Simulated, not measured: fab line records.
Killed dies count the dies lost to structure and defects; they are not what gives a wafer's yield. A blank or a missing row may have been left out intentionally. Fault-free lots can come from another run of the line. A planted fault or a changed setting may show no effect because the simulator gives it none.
fab line records	flow berkeley_cmos170	part 1 of 2: steps 1 to 28 of 37
[record] lots = 5	wafers = 15	last_day = 16
route steps=331 shown CONTACT@236 M1@238 V1@254 M2@271
lots with no fault: from the same line, run without faults
start_h: start of the lot's first displayed wafer, in hours after the record's first day	wait_h: hours elapsed since this lot's preceding step	" same as the row above	L1.1+2: a single row standing in for several wafers	- no value, or no start given	* or withheld: withheld	< > ~ a bound
route shown NAME@n: NAME is a module with steps in the file, n the number in the route of the first one	usual: mean/standard deviation of fault-free wafers	same: alike in all rows	chamber/n: place in a boat	sites: readings site by site	_std_site: the standard deviation of these	_edge_site: outer sites' mean less inner sites'	radius_mm: how far each site lies from the wafer's centre	mask NAME#n: copy n	behind: the tool/chamber that last shaped the wafer	hold: what put the lot on hold/how long, in hours/how the hold closed	device: the n, p or np transistor that did not switch	end of line: tests run on the same wafers once the route is complete	where a step has no rows: the recipe by itself	killed: not the wafer's yield, but the dies lost to structure and defects at the first sort	map: a wafer's dies, marking killed ones x, the rest . and places with no die _
set.NAME: the setting that was run; set.NAME@STEP: the one run at that earlier step	model.NAME: the simulator's own value behind a step, which no gauge read
a table for each step, a row for each wafer; lots at some steps of the route
services: the hour from which a tool's chamber was out of use, counted from the record's first day as start_h (under 0 if before that day), plus the number of hours and why
[[steps]]
[step UCB170_CONTACT_CD_MEAS_90]
[recipe] target_cd_nm = 700
[usual] cd_nm = 700.1/1.2
lot.wafer	tool	chamber	start_h	wait_h	cd_nm
L076.2	cd_sem-01	-	193.39	0.1	701.8
L076.4	"	-	"	"	700.4
L076.6	"	-	"	"	699.1
L077.2	cd_sem-01	-	193.89	0.1	700.6
L077.3	"	-	"	"	701.5
L077.4	"	-	"	"	699.8
L087.3	cd_sem-01	-	243.42	0.1	699.8
L087.5	"	-	"	"	698.7
L087.6	"	-	"	"	700.2
L092.3	cd_sem-01	-	271.75	0.1	698.7
L092.4	"	-	"	"	699.5
L092.6	"	-	"	"	698.9
L096.1	cd_sem-01	-	276.40	0.1	700.6
L096.2	"	-	"	"	698.0
L096.5	"	-	"	"	699.3
[step UCB170_CONTACT_CLEAN_20]
[recipe] chemistry = SPM	temp_c = 120	time_s = 600
lot.wafer	tool	chamber	start_h	wait_h
L076.2+4+6	wet_bench-02	3	193.49	0.1
L077.2+3+4	wet_bench-01	3	193.99	0.1
L087.3+5+6	wet_bench-02	2	243.50	0.1
L092.3+4+6	wet_bench-02	3	271.83	0.1
L096.1+2+5	wet_bench-02	3	276.52	0.1
[step UCB170_M1_SPUTTER_00]
[recipe] material = Al	target_thk_nm = 600	time_s = 80	power_w = 6000	chamber_pressure_pa = 0.5
[usual] chamber_pressure_pa = 0.5000/0.0011	throttle_valve_pct = 30.0/1.1
lot.wafer	tool	chamber	start_h	wait_h	chamber_pressure_pa	throttle_valve_pct
L076.2	pvd_sputter-02	-	193.67	0.0	0.4985	31.5
L076.4	"	-	"	"	0.5004	29.5
L076.6	"	-	"	"	0.4985	30.3
L077.2	pvd_sputter-01	-	194.17	0.0	0.4993	30.6
L077.3	"	-	"	"	0.4998	30.0
L077.4	"	-	"	"	0.5004	31.6
L087.3	pvd_sputter-02	-	243.67	0.0	0.4990	30.5
L087.5	"	-	"	"	0.5015	30.8
L087.6	"	-	"	"	0.5002	29.6
L092.3	pvd_sputter-02	-	272.01	0.0	0.4992	29.3
L092.4	"	-	"	"	0.4979	30.3
L092.6	"	-	"	"	0.4998	31.5
L096.1	pvd_sputter-02	-	276.70	0.0	0.4993	31.4
L096.2	"	-	"	"	0.5000	29.4
L096.5	"	-	"	"	0.4990	30.5
[step UCB170_M1_RS_MEAS_01]
[recipe] thk_meas_gauge = four-point-probe	reads = Al_of_M1_SPUTTER_00
[usual] M1_AL_RS = 0.0485/0.00047
lot.wafer	tool	chamber	start_h	wait_h	M1_AL_RS[ohm/sq]
L076.2	film_metro-01	-	193.75	0.1	0.0486
L076.4	"	-	"	"	0.0489
L076.6	"	-	"	"	0.0488
L077.2	film_metro-02	-	194.25	0.1	0.0487
L077.3	"	-	"	"	0.0479
L077.4	"	-	"	"	0.0486
L087.3	film_metro-01	-	243.78	0.1	0.0487
L087.5	"	-	"	"	0.0494
L087.6	"	-	"	"	0.0487
L092.3	film_metro-04	-	272.11	0.1	0.0482
L092.4	"	-	"	"	0.0486
L092.6	"	-	"	"	0.0485
L096.1	film_metro-02	-	276.76	0.0	0.0487
L096.2	"	-	"	"	0.0484
L096.5	"	-	"	"	0.0488
[step UCB170_M1_THK_MEAS_02]
[recipe] thk_meas_gauge = xrf	reads = Al_of_M1_SPUTTER_00
[usual] M1_AL_THK = 596/5.8
lot.wafer	tool	chamber	start_h	wait_h	M1_AL_THK[nm]
L076.2	film_metro-01	-	193.86	0.1	593
L076.4	"	-	"	"	592
L076.6	"	-	"	"	595
L077.2	film_metro-02	-	194.36	0.1	594
L077.3	"	-	"	"	602
L077.4	"	-	"	"	597
L087.3	film_metro-01	-	243.88	0.1	594
L087.5	"	-	"	"	588
L087.6	"	-	"	"	592
L092.3	film_metro-04	-	272.21	0.1	603
L092.4	"	-	"	"	598
L092.6	"	-	"	"	599
L096.1	film_metro-02	-	276.88	0.1	594
L096.2	"	-	"	"	598
L096.5	"	-	"	"	594
[step UCB170_M1_COAT_03]
[recipe] resist = BARC	temp_c = withheld	time_s = withheld	spin_rpm = 3000	resist_thk_nm = withheld
lot.wafer	tool	chamber	start_h	wait_h
L076.2+4+6	litho_track-03	0	194.47	0.6
L077.2+3+4	litho_track-02	0	195.05	0.7
L087.3+5+6	litho_track-03	0	243.97	0.1
L092.3+4+6	litho_track-04	0	272.30	0.1
L096.1+2+5	litho_track-02	0	276.97	0.1
[step UCB170_M1_COAT_04]
[recipe] resist = KrF	spin_rpm = 1500	resist_thk_nm = 900
lot.wafer	tool	chamber	start_h	wait_h
L076.2+4+6	litho_track-03	0	-	-
L077.2+3+4	litho_track-02	0	-	-
L087.3+5+6	litho_track-03	0	-	-
L092.3+4+6	litho_track-04	0	-	-
L096.1+2+5	litho_track-02	0	-	-
[step UCB170_M1_SOFTBAKE_05]
[recipe] resist = KrF	temp_c = 130	time_s = 60
lot.wafer	tool	chamber	start_h	wait_h
L076.2+4+6	litho_track-03	0	-	-
L077.2+3+4	litho_track-02	0	-	-
L087.3+5+6	litho_track-03	0	-	-
L092.3+4+6	litho_track-04	0	-	-
L096.1+2+5	litho_track-02	0	-	-
[step UCB170_M1_EXPOSE_06]
[recipe] mask_id = METAL1	target_cd_nm = 700	na = 0.5	sigma_outer = 0.6	source_shape = conventional	dose_mj = 21
[usual] reticle_temp_C = 23.00/0.11
lot.wafer	tool	chamber	start_h	wait_h	mask	reticle_temp_C
L076.2	krf_scanner-02	0	195.04	-	METAL1#0	23.26
L076.4	"	0	"	"	METAL1#0	23.33
L076.6	"	0	"	"	METAL1#0	23.05
L077.2	krf_scanner-01	0	195.62	-	METAL1#0	22.99
L077.3	"	0	"	"	METAL1#0	22.98
L077.4	"	0	"	"	METAL1#0	23.01
L087.3	krf_scanner-02	0	244.40	-	METAL1#0	23.04
L087.5	"	0	"	"	METAL1#0	23.00
L087.6	"	0	"	"	METAL1#0	22.98
L092.3	krf_scanner-02	0	272.74	-	METAL1#0	23.21
L092.4	"	0	"	"	METAL1#0	23.14
L092.6	"	0	"	"	METAL1#0	23.08
L096.1	krf_scanner-02	0	277.45	-	METAL1#0	22.91
L096.2	"	0	"	"	METAL1#0	22.87
L096.5	"	0	"	"	METAL1#0	23.06
[step UCB170_M1_PEB_07]
[recipe] peb_temp_c = 130	peb_time_s = withheld	resist = KrF
lot.wafer	tool	chamber	start_h	wait_h
L076.2+4+6	litho_track-02	0	195.50	0.4
L077.2+3+4	litho_track-02	0	196.23	0.6
L087.3+5+6	litho_track-02	0	244.53	0.1
L092.3+4+6	litho_track-03	0	272.86	0.1
L096.1+2+5	litho_track-02	0	277.57	0.1
[step UCB170_M1_DEVELOP_08]
[recipe] developer = TMAH	develop_time_s = 45	resist = KrF	dev_temp_c = 21
lot.wafer	tool	chamber	start_h	wait_h
L076.2+4+6	litho_track-02	0	-	-
L077.2+3+4	litho_track-02	0	-	-
L087.3+5+6	litho_track-02	0	-	-
L092.3+4+6	litho_track-03	0	-	-
L096.1+2+5	litho_track-02	0	-	-
[step UCB170_M1_CD_MEAS_09]
[recipe] target_cd_nm = 700
[usual] cd_nm = 699.4/1.2
lot.wafer	tool	chamber	start_h	wait_h	cd_nm
L076.2	cd_sem-02	-	195.77	-	699.3
L076.4	"	-	"	"	698.8
L076.6	"	-	"	"	697.5
L077.2	cd_sem-02	-	196.50	-	699.8
L077.3	"	-	"	"	699.3
L077.4	"	-	"	"	698.1
L087.3	cd_sem-02	-	244.80	-	700.2
L087.5	"	-	"	"	698.8
L087.6	"	-	"	"	699.6
L092.3	cd_sem-01	-	273.13	-	703.8
L092.4	"	-	"	"	700.2
L092.6	"	-	"	"	699.5
L096.1	cd_sem-02	-	277.84	-	697.9
L096.2	"	-	"	"	698.7
L096.5	"	-	"	"	698.7
[step UCB170_M1_OVL_MEAS_10]
[usual] M1_OVL = -3/5.2
lot.wafer	tool	chamber	start_h	wait_h	M1_OVL[nm]
L076.2	overlay-01	-	195.88	0.1	4
L076.4	"	-	"	"	6
L076.6	"	-	"	"	-2
L077.2	overlay-01	-	196.60	0.1	5
L077.3	"	-	"	"	1
L077.4	"	-	"	"	3
L087.3	overlay-02	-	244.89	0.1	-8
L087.5	"	-	"	"	-8
L087.6	"	-	"	"	-3
L092.3	overlay-02	-	273.22	0.1	-4
L092.4	"	-	"	"	-4
L092.6	"	-	"	"	-3
L096.1	overlay-02	-	277.96	0.1	-11
L096.2	"	-	"	"	-5
L096.5	"	-	"	"	-4
[step UCB170_M1_ETCH_11]
[recipe] chemistry = N2/H2	target_depth_a = withheld	overetch_a = withheld	target = BARC	time_s = withheld	source_w = 500	bias_w = 100	pressure_mtorr = 30	n2_flow_sccm = 100	h2_flow_sccm = 200
[usual] bias_w = 99.96/0.29	chamber_pressure_mTorr = 30.003/0.028	drypump_motor_current_A = 5.9/0.49	oes_product_au = 0.995/0.014	throttle_valve_pct = 13.24/0.15
lot.wafer	tool	chamber	start_h	wait_h	bias_w	chamber_pressure_mTorr	drypump_motor_current_A	oes_product_au	throttle_valve_pct
L076.2	rie_diel-03	0	195.91	0.0	100.09	30.013	5.8	1.003	13.07
L076.4	"	3	"	"	100.03	29.980	5.3	0.991	13.37
L076.6	"	2	"	"	99.76	30.022	5.6	0.999	13.33
L077.2	rie_diel-02	1	196.63	0.0	100.02	30.050	5.9	0.985	13.23
L077.3	"	0	"	"	99.99	29.949	6.5	0.995	13.32
L077.4	"	3	"	"	99.75	30.001	6.0	1.020	13.06
L087.3	rie_diel-02	3	244.91	0.0	100.05	30.000	6.0	1.018	13.05
L087.5	"	0	"	"	99.81	30.009	6.5	0.997	13.32
L087.6	"	1	"	"	100.25	29.953	5.8	0.981	13.23
L092.3	rie_diel-03	2	273.25	0.0	99.76	30.017	5.7	0.995	13.33
L092.4	"	3	"	"	99.89	30.040	5.3	1.003	13.38
L092.6	"	0	"	"	100.15	30.024	5.8	1.012	13.11
L096.1	rie_diel-04	1	278.00	0.0	100.54	30.009	5.2	1.000	13.34
L096.2	"	0	"	"	99.70	30.026	6.7	0.969	13.37
L096.5	"	1	"	"	100.07	29.988	5.2	0.994	13.33
[step UCB170_M1_METAL_ETCH_12]
[recipe] chemistry = Cl2/BCl3	target = Al	stop_on = PSG	pressure_mtorr = 12	target_depth_a = 7800	over_etch_frac = 0.3	time_s = 130	icp_w = 600	bias_w = 120	Cl2_flow_sccm = 90	bcl3_flow_sccm = 45
[usual] bias_w = 120.1/0.39	chamber_pressure_mTorr = 12.000/0.011	drypump_motor_current_A = 5.4/0.44	oes_product_au = 0.848/0.014	throttle_valve_pct = 24.48/0.18
lot.wafer	tool	chamber	start_h	wait_h	bias_w	chamber_pressure_mTorr	drypump_motor_current_A	oes_product_au	rf_hours_counter_h	throttle_valve_pct
L076.2	rie_metal-01	1	195.95	-	120.4	12.014	5.6	0.872	9.3	24.47
L076.4	"	0	"	"	120.0	11.989	6.0	0.819	-	24.33
L076.6	"	0	"	"	120.2	11.987	5.9	0.830	-	24.33
L077.2	rie_metal-02	1	196.67	-	120.0	12.007	4.9	0.852	1.3	24.73
L077.3	"	0	"	"	120.1	11.982	5.6	0.854	-	24.58
L077.4	"	1	"	"	119.7	12.006	5.0	0.842	-	24.69
L087.3	rie_metal-04	0	245.00	-	120.7	11.986	5.6	0.853	-	24.20
L087.5	"	0	"	"	120.2	11.982	5.6	0.841	-	24.20
L087.6	"	1	"	"	120.4	11.989	4.7	0.852	-	24.64
L092.3	rie_metal-04	0	273.33	-	120.4	11.987	5.6	0.861	-	24.19
L092.4	"	1	"	"	119.9	12.000	4.7	0.843	-	24.64
L092.6	"	1	"	"	119.8	12.019	4.7	0.849	-	24.65
L096.1	rie_metal-02	1	278.04	-	119.5	11.999	5.0	0.836	4.2	24.73
L096.2	"	0	"	"	120.0	12.010	5.6	0.835	7.2	24.61
L096.5	"	0	"	"	120.0	11.996	5.6	0.837	-	24.59
[step UCB170_M1_STRIP_13]
[recipe] chemistry = O2	power_w = 400	pressure_mtorr = 3500	platen_temp_c = withheld	o2_flow_sccm = 400	overash_fraction = 0.5
[usual] chamber_pressure_mTorr = 3500/3.2	drypump_motor_current_A = 5.7/0.45	o2_flow_sccm = 399.9/1.3	oes_product_au = 0.720/0.0049
lot.wafer	tool	chamber	start_h	wait_h	chamber_pressure_mTorr	drypump_motor_current_A	o2_flow_sccm	oes_product_au	rf_hours_counter_h
L076.2	plasma_asher-01	1	196.08	0.1	3501	6.1	402.0	0.732	8
L076.4	"	1	"	"	3497	6.1	398.6	0.716	-
L076.6	"	1	"	"	3506	6.1	400.3	0.723	-
L077.2	plasma_asher-03	0	196.81	0.1	3502	5.7	399.1	0.716	41
L077.3	"	1	"	"	3497	5.5	401.2	0.728	-
L077.4	"	0	"	"	3496	5.7	398.7	0.717	-
L087.3	plasma_asher-03	1	245.12	0.1	3498	5.5	403.1	0.727	-
L087.5	"	0	"	"	3503	5.7	401.6	0.717	-
L087.6	"	1	"	"	3505	5.5	400.7	0.722	-
L092.3	plasma_asher-03	0	273.45	0.1	3499	5.7	398.2	0.714	-
L092.4	"	1	"	"	3503	5.5	400.8	0.723	-
L092.6	"	1	"	"	3500	5.5	398.5	0.722	-
L096.1	plasma_asher-02	1	278.18	0.1	3498	5.1	398.6	0.713	61
L096.2	"	0	"	"	3502	6.3	399.7	0.716	61
L096.5	"	0	"	"	3496	6.3	399.3	0.717	-
[step UCB170_M1_CD_MEAS_90]
[recipe] target_cd_nm = 700
[usual] cd_nm = 699.2/2.1
lot.wafer	tool	chamber	start_h	wait_h	cd_nm
L076.2	cd_sem-01	-	196.20	0.1	696.2
L076.4	"	-	"	"	698.5
L076.6	"	-	"	"	694.9
L077.2	cd_sem-02	-	196.93	0.1	697.3
L077.3	"	-	"	"	699.8
L077.4	"	-	"	"	697.4
L087.3	cd_sem-01	-	245.23	0.1	699.5
L087.5	"	-	"	"	697.9
L087.6	"	-	"	"	696.0
L092.3	cd_sem-02	-	273.56	0.1	702.4
L092.4	"	-	"	"	698.1
L092.6	"	-	"	"	698.0
L096.1	cd_sem-01	-	278.28	0.1	698.0
L096.2	"	-	"	"	698.1
L096.5	"	-	"	"	699.8
[step UCB170_M1_ANNEAL_14]
[recipe] temp_c = 400	time_s = 1200	ambient = forming_gas
[usual] spike_tc_load_C = 420.4/0.9	tube_center_temp_C_max = 401.05/0.17
lot.wafer	tool	chamber	start_h	wait_h	spike_tc_load_C	tube_center_temp_C_max
L076.2	furnace-03	0	197.44	1.2	421.8	400.97
L076.4	"	0	"	"	419.2	401.45
L076.6	"	0	"	"	420.8	401.23
L077.2	furnace-03	0	197.44	0.5	420.8	401.26
L077.3	"	0	"	"	420.2	401.08
L077.4	"	0	"	"	418.8	401.01
L087.3	furnace-03	0	246.53	1.3	420.3	401.03
L087.5	"	0	"	"	421.0	400.99
L087.6	"	0	"	"	422.1	400.89
L092.3	furnace-03	0	360.29	86.7	420.3	400.99
L092.4	"	0	"	"	420.1	401.04
L092.6	"	0	"	"	420.4	401.41
L096.1	furnace-03	0	360.29	82.0	421.1	400.77
L096.2	"	0	"	"	420.6	401.01
L096.5	"	0	"	"	421.7	400.93
[step UCB170_V1_CVD_00]
[recipe] material = SiO2	target_thk_nm = 2000	temp_c = 390	precursor = TEOS/O2	time_s = 250	rf_w = 550	pressure_mtorr = 9000
[usual] heater_power_w = 264/55
lot.wafer	tool	chamber	start_h	wait_h	heater_power_w
L076.2	pecvd-01	1	198.78	0.0	183
L076.4	"	0	"	"	234
L076.6	"	2	"	"	243
L077.2	pecvd-04	0	198.78	0.0	227
L077.3	"	2	"	"	330
L077.4	"	2	"	"	391
L087.3	pecvd-02	2	247.86	0.0	281
L087.5	"	0	"	"	330
L087.6	"	1	"	"	172
L092.3	pecvd-04	0	361.62	0.0	247
L092.4	"	2	"	"	275
L092.6	"	0	"	"	307
L096.1	pecvd-04	1	361.93	0.3	327
L096.2	"	2	"	"	299
L096.5	"	0	"	"	298
[step UCB170_V1_THK_MEAS_01]
[recipe] reads = SiO2_of_V1_CVD_00
[usual] V1_TEOS_THK = 1997/29
lot.wafer	tool	chamber	start_h	wait_h	V1_TEOS_THK[nm]
L076.2	film_metro-02	-	198.94	0.1	1936
L076.4	"	-	"	"	1970
L076.6	"	-	"	"	1962
L077.2	film_metro-03	-	198.94	0.1	1967
L077.3	"	-	"	"	1972
L077.4	"	-	"	"	2002
L087.3	film_metro-01	-	248.04	0.1	2040
L087.5	"	-	"	"	2069
L087.6	"	-	"	"	2029
L092.3	film_metro-02	-	361.79	0.1	1970
L092.4	"	-	"	"	2014
L092.6	"	-	"	"	1976
L096.1	film_metro-03	-	362.09	0.1	2014
L096.2	"	-	"	"	1979
L096.5	"	-	"	"	2023
[step UCB170_V1_CMP_02]
[recipe] material = SiO2	down_force_psi = 6	platen_rpm = 60	pad_velocity_m_s = 0.75398
[usual] head_pressure_psi = 6.001/0.012	motor_current_A = 16.1/1.8
lot.wafer	tool	chamber	start_h	wait_h	head_pressure_psi	motor_current_A
L077.3	cmp-01	2	198.99	0.0	6.004	17.0
L077.4	"	3	"	"	5.995	15.9
L077.2	"	0	"	"	5.982	15.9
L076.2	cmp-02	0	199.04	0.1	5.991	14.5
L076.4	"	1	"	"	5.995	18.9
L076.6	"	3	"	"	6.004	15.4
L087.3	cmp-02	0	248.23	0.2	6.024	14.5
L087.5	"	1	"	"	5.997	18.6
L087.6	"	2	"	"	5.998	14.7
L092.3	cmp-01	1	361.83	0.0	6.019	15.0
L092.4	"	3	"	"	5.989	16.0
L092.6	"	2	"	"	6.007	16.2
L096.2	cmp-02	3	362.48	0.4	6.010	15.1
L096.1	"	0	"	"	5.983	13.9
L096.5	"	2	"	"	6.014	16.2
[step UCB170_V1_BOW_MEAS_03]
[recipe] mode = bow
[usual] V1_BOW = 18/6.6
lot.wafer	tool	chamber	start_h	wait_h	V1_BOW[um]
L076.2	film_metro-01	-	199.31	0.2	11
L076.4	"	-	"	"	15
L076.6	"	-	"	"	19
L077.2	film_metro-03	-	199.31	0.2	20
L077.3	"	-	"	"	21
L077.4	"	-	"	"	16
L087.3	film_metro-01	-	248.42	0.1	28
L087.5	"	-	"	"	33
L087.6	"	-	"	"	31
L092.3	film_metro-02	-	362.19	0.3	30
L092.4	"	-	"	"	2
L092.6	"	-	"	"	23
L096.1	film_metro-01	-	362.77	0.2	30
L096.2	"	-	"	"	19
L096.5	"	-	"	"	21
[step UCB170_V1_THK_MEAS_04]
[recipe] reads = SiO2_of_V1_CVD_00
[usual] V1_POLISHED_THK = 999.6/1.1
lot.wafer	tool	chamber	start_h	wait_h	V1_POLISHED_THK[nm]
L076.2	film_metro-01	-	199.42	0.1	1000.8
L076.4	"	-	"	"	998.6
L076.6	"	-	"	"	997.7
L077.2	film_metro-03	-	199.42	0.1	998.0
L077.3	"	-	"	"	999.3
L077.4	"	-	"	"	1000.6
L087.3	film_metro-01	-	248.52	0.1	1001.4
L087.5	"	-	"	"	1002.6
L087.6	"	-	"	"	1001.4
L092.3	film_metro-02	-	362.29	0.1	997.7
L092.4	"	-	"	"	998.7
L092.6	"	-	"	"	999.1
L096.1	film_metro-01	-	362.89	0.1	999.0
L096.2	"	-	"	"	999.1
L096.5	"	-	"	"	999.0
[step UCB170_V1_CLEAN_05]
[recipe] chemistry = DIW
lot.wafer	tool	chamber	start_h	wait_h
L076.2+4+6	wet_bench-04	0	199.92	0.5
L077.2+3+4	wet_bench-04	1	199.92	0.5
L087.3+5+6	wet_bench-04	3	248.66	0.1
L092.3+4+6	wet_bench-01	0	362.97	0.7
L096.1+2+5	wet_bench-01	2	362.97	0.1
[step UCB170_V1_HMDS_06]
[recipe] prime_time_s = 60	prime_temp_c = 100
[same] prime_time_s = 60
lot.wafer	tool	chamber	start_h	wait_h
L076.2+4+6	litho_track-03	0	200.13	0.0
L077.2+3+4	litho_track-04	0	200.39	0.3
L087.3+5+6	litho_track-04	0	248.88	0.1
L092.3+4+6	litho_track-01	0	363.20	0.1
L096.1+2+5	litho_track-03	0	363.37	0.2
[step UCB170_V1_COAT_07]
[recipe] resist = KrF	spin_rpm = 1500	resist_thk_nm = 900
lot.wafer	tool	chamber	start_h	wait_h
L076.2+4+6	litho_track-03	0	200.28	0.1
L077.2+3+4	litho_track-04	0	200.54	0.1
L087.3+5+6	litho_track-04	0	249.03	0.1
L092.3+4+6	litho_track-01	0	363.35	0.1
L096.1+2+5	litho_track-03	0	363.52	0.1
[step UCB170_V1_SOFTBAKE_08]
[recipe] resist = KrF	temp_c = 130	time_s = 60
lot.wafer	tool	chamber	start_h	wait_h
L076.2+4+6	litho_track-03	0	200.43	0.1
L077.2+3+4	litho_track-04	0	200.69	0.1
L087.3+5+6	litho_track-04	0	249.18	0.1
L092.3+4+6	litho_track-01	0	363.50	0.1
L096.1+2+5	litho_track-03	0	363.67	0.1
[step UCB170_V1_EXPOSE_09]
[recipe] mask_id = VIA1	target_cd_nm = 700	na = 0.5	sigma_outer = 0.6	source_shape = conventional	dose_mj = 37.8
[usual] reticle_temp_C = 23.00/0.11
lot.wafer	tool	chamber	start_h	wait_h	mask	reticle_temp_C
L076.2	krf_scanner-01	0	200.58	0.1	VIA1#0	23.02
L076.4	"	0	"	"	VIA1#0	23.11
L076.6	"	0	"	"	VIA1#0	22.92
L077.2	krf_scanner-01	0	200.95	0.2	VIA1#0	23.09
L077.3	"	0	"	"	VIA1#0	23.02
L077.4	"	0	"	"	VIA1#0	23.01
L087.3	krf_scanner-02	0	249.69	0.5	VIA1#0	23.11
L087.5	"	0	"	"	VIA1#0	23.16
L087.6	"	0	"	"	VIA1#0	23.02
L092.3	krf_scanner-01	0	-	-	VIA1#0	23.01
L092.4	"	0	"	"	VIA1#0	22.89
L092.6	"	0	"	"	VIA1#0	22.83
L096.1	krf_scanner-02	0	-	-	VIA1#0	23.00
L096.2	"	0	"	"	VIA1#0	22.94
L096.5	"	0	"	"	VIA1#0	23.00
